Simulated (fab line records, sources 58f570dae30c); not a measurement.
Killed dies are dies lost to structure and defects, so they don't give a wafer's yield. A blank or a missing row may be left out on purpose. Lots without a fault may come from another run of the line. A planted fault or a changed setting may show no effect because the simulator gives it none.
One fault seen from 2 desks | flow berkeley_cmos170 | each desk has only its own numbers; what lay behind them comes last

THE METROLOGY DESK
What the gauges read, lot by lot, whatever tool the lot ran on: means of the sampled wafers that have a number. A lot is out of limits, marked OUT, if its mean lies more than 4 standard deviations from the usual mean; the brackets give that distance.
Columns: A = PWELL_NITRIDE_THK at UCB170_PWELL_THK_MEAS_06, usual 220.1 nm; B = PWELL_OVL at UCB170_PWELL_OVL_MEAS_13, usual 2 nm; C = FIELD_OXIDE_THK at UCB170_FIELD_THK_MEAS_02, usual 554 nm; D = NLDD_TW at UCB170_NLDD_TW_MEAS_11, usual 2211
lot  | first seen here | A     | B  | C   | D
L537 | day 3 03:53     | 219.2 | 1  | 547 | 2249
L539 | day 3 16:06     | 224.8 | 8  | 559 | 2191
L540 | day 3 23:13     | 218.6 | 1  | 549 | 2201
L541 | day 3 23:14     | 220.8 | 2  | 535 | 30 (-99 or more) OUT
L542 | day 4 12:12     | 221.7 | 7  | 556 | 30 (-99 or more) OUT
L551 | day 6 01:43     | 219.0 | -3 | 542 | 2231
L553 | day 6 21:23     | 221.3 | 2  | 555 | 2187
L554 | day 6 21:23     | 222.3 | 3  | 550 | 2184
L555 | day 6 21:24     | 222.4 | 7  | 554 | 2223
L556 | day 7 05:02     | 221.1 | 0  | 555 | 2224
L557 | day 7 15:48     | 219.1 | 0  | 559 | 2180
L558 | day 7 15:48     | 218.3 | 9  | 562 | 2203
L559 | day 7 15:52     | 217.2 | -3 | 549 | 2202
L560 | day 8 02:41     | 216.3 | 1  | 558 | 2206
This desk's finding: out of limits on L541, L542; first on L541, day 8 01:29 (NLDD_TW at UCB170_NLDD_TW_MEAS_11). In limits: L537, L539, L540, L551, L553, L554, L555, L556, L557, L558, L559, L560.

THE TOOL OWNER'S DESK: plasma_asher-03
The tool's own readings at UCB170_PLDD_STRIP_10 (strips in O2): means of the sampled wafers that have a number, for each lot that ran on this tool. A lot is out of limits, marked OUT, if its mean lies more than 4 standard deviations from the usual mean; the brackets give that distance.
Columns: A = chamber_pressure_mTorr at UCB170_PLDD_STRIP_10, usual 3500 mTorr; B = drypump_motor_current_A at UCB170_PLDD_STRIP_10, usual 5.74 A; C = oes_product_au at UCB170_PLDD_STRIP_10, usual 0.734 a.u.; D = strip_time_to_endpoint_s at UCB170_PLDD_STRIP_10, usual 21.63 s
lot  | first seen here | A    | B    | C     | D
L555 | day 10 15:08    | 3501 | 5.48 | 0.735 | 21.64
L553 | day 10 15:24    | 3498 | 5.69 | 0.731 | 21.64
L554 | day 10 15:41    | 3500 | 5.66 | 0.734 | 21.63
L556 | day 10 23:21    | 3499 | 5.49 | 0.740 | 21.62
This desk's finding: nothing out of limits on any of the 4 lots.

PUT TOGETHER
The metrology desk could have raised an alarm at day 8 01:29, on L541, L542.
The tool owner's desk saw nothing out of limits.
The tool owner's desk has no number on record for L541, L542.
Of the lots named, all ran UCB170_PLDD_STRIP_10 on plasma_asher-03.

WHAT THE SIMULATOR HAD PUT IN
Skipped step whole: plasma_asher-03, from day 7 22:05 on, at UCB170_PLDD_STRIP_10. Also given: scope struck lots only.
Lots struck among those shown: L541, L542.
Hours from the fault's start to each desk's first reading out of limits: the metrology desk, 3.
